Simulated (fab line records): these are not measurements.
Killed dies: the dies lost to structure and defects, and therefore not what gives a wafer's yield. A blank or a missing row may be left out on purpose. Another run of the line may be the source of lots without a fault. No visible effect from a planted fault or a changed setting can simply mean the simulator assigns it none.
Struck lot and sound lot, side by side | flow berkeleyCmos170 | 32 steps out of a route of 331
Sound: wafers L385.2, L385.3, L385.4. Wafers L376.1, L376.3, L376.5 were the ones struck. Last of all comes the cause.
Order at every step that has rows: each side's tool, ch and its chambers, its first start. Under that, the readings that differ: sound wafers | struck wafers | difference of the means | sigmas: that difference in standard deviations of wafers without a fault.
alike: readings whose means differ by less than 2 such deviations, and words and numbers that are the same on both sides. not compared: withheld readings, readings that some wafer has no value for, bounds like >300 that may hide the same value, and numbers for which the record gives no deviation and whose values overlap.
Wherever a step has rows on one side only, a row that says differs or no value, or a row with sigmas, the two part there. Non-overlapping numbers with no deviation appear without sigmas and do not part them. Lack of a reading on every wafer of one side parts them only where that side has two or more wafers.

first, 6 steps without rows for these wafers: UCB170_V2_HMDS_06 (prime time 60 s); UCB170_V2_COAT_07 (resist thk 900 nm); UCB170_V2_SOFTBAKE_08 (time 60 s); UCB170_V2_EXPOSE_09 (exposes mask VIA2, target cd 700 nm); UCB170_V2_PEB_10; UCB170_V2_DEVELOP_11 (develop time 45 s).
UCB170_V2_CD_MEAS_12: the cd target is 700 nm.
  sound on cdSem-02, day 11 07:38; struck on cdSem-02, day 9 04:09
  alike: cdNm
UCB170_V2_OVL_MEAS_13:
  sound on overlay-01, day 11 07:44; struck on overlay-01, day 9 04:16
  alike: V2_OVL
UCB170_V2_ETCH_14: etches SiO2 in CHF3/CF4/Ar, stops on Al, target depth 1250 nm, time 291 s.
  sound on rieDiel-01 ch 0,1,3, day 11 07:46; struck on rieDiel-04 ch 1,2, day 9 04:18
  alike: drypumpMotorCurrentA, oesProductAu, throttleValvePct
  not compared: rfHoursCounterH
UCB170_V2_STRIP_15: strips in O2.
  sound on plasmaAsher-04 ch 0,1, day 11 07:57; struck on plasmaAsher-02 ch 0,1, day 9 04:29
  alike: drypumpMotorCurrentA, oesProductAu, stripTimeToEndpointS
  not compared: rfHoursCounterH
UCB170_V2_CD_MEAS_90: the cd target is 700 nm.
  sound on cdSem-02, day 11 08:04; struck on cdSem-02, day 9 04:35
  alike: cdNm
then, 1 step without rows for these wafers: UCB170_M3_PRE_CLEAN_00 (preclean etch time 60 s).
UCB170_M3_SPUTTER_01: material Al, target thk 900 nm, time 120 s.
  sound on pvdSputter-02, day 11 08:14; struck on pvdSputter-03, day 9 04:46
reading                              | sound             | struck          | difference | sigmas
model.Al_of_M3_SPUTTER_01.thkNm (nm) | 903.2 885.5 894.1 | 767 770.8 775.3 | -123       | 
  alike: cathodeDcPowerW, throttleValvePct
UCB170_M3_RS_MEAS_02: uses a four-point probe to measure.
  sound on filmMetro-01, day 11 08:20; struck on filmMetro-03, day 9 04:51
reading           | sound                | struck               | difference | sigmas
M3_AL_RS (ohm/sq) | 0.0321 0.0327 0.0324 | 0.0378 0.0377 0.0374 | +0.0052    | +13
UCB170_M3_THK_MEAS_03: measures by xrf.
  sound on filmMetro-01, day 11 08:27; struck on filmMetro-03, day 9 04:58
reading        | sound       | struck      | difference | sigmas
M3_AL_THK (nm) | 898 882 894 | 748 750 758 | -139       | -11
then, 3 steps without rows for these wafers: UCB170_M3_HMDS_04 (prime time 60 s); UCB170_M3_COAT_05 (resist thk 900 nm); UCB170_M3_SOFTBAKE_06 (time 60 s).
UCB170_M3_STRIP_07: strips in O2.
  sound on plasmaAsher-04 ch 0,1, day 11 08:59; struck on plasmaAsher-02 ch 0,1, day 9 05:29
  alike: drypumpMotorCurrentA, oesProductAu, stripTimeToEndpointS
  not compared: rfHoursCounterH
then, 7 steps without rows for these wafers: UCB170_M3_STRIP_08 (strips KrF in DMSO, time 600 s); UCB170_M3_COAT_09; UCB170_M3_COAT_10 (resist thk 900 nm); UCB170_M3_SOFTBAKE_11 (time 60 s); UCB170_M3_EXPOSE_12 (exposes mask METAL3, target cd 700 nm); UCB170_M3_PEB_13; UCB170_M3_DEVELOP_14 (develop time 46.53 s).
UCB170_M3_CD_MEAS_15: the cd target is 700 nm.
  sound on cdSem-02, day 11 10:19; struck on cdSem-02, day 9 06:43
  alike: cdNm
UCB170_M3_OVL_MEAS_16:
  sound on overlay-01, day 11 10:26; struck on overlay-02, day 9 06:50
  alike: M3_OVL
UCB170_M3_ETCH_17: etches BARC in N2/H2.
  sound on rieDiel-02 ch 0,1,3, day 11 10:28; struck on rieDiel-02 ch 1,2,3, day 9 06:53
  alike: biasW, drypumpMotorCurrentA, oesProductAu, throttleValvePct
UCB170_M3_METAL_ETCH_18: etches Al in Cl2/BCl3, stops on SiO2, target depth 1170 nm, time 195 s.
  sound on rieMetal-02 ch 0,1, day 11 10:30; struck on rieMetal-03 ch 0,1, day 9 06:55
reading             | sound             | struck            | difference | sigmas
oesProductAu (a.u.) | 0.873 0.865 0.851 | 0.783 0.795 0.799 | -0.071     | -6
  alike: biasW, drypumpMotorCurrentA, throttleValvePct
  not compared: rfHoursCounterH
UCB170_M3_STRIP_19: strips in O2.
  sound on plasmaAsher-02 ch 0,1, day 11 10:41; struck on plasmaAsher-04 ch 0,1, day 9 07:07
  alike: drypumpMotorCurrentA, oesProductAu
  not compared: rfHoursCounterH
UCB170_M3_PROBE_99:
  only the struck wafers here have rows in the record (prober-02, day 9 07:27); the sound ones have none

WHERE THEY PART
Last at UCB170_M3_PROBE_99 as far as this record goes, first at UCB170_M3_RS_MEAS_02.

WHY: what had been put in by the simulator
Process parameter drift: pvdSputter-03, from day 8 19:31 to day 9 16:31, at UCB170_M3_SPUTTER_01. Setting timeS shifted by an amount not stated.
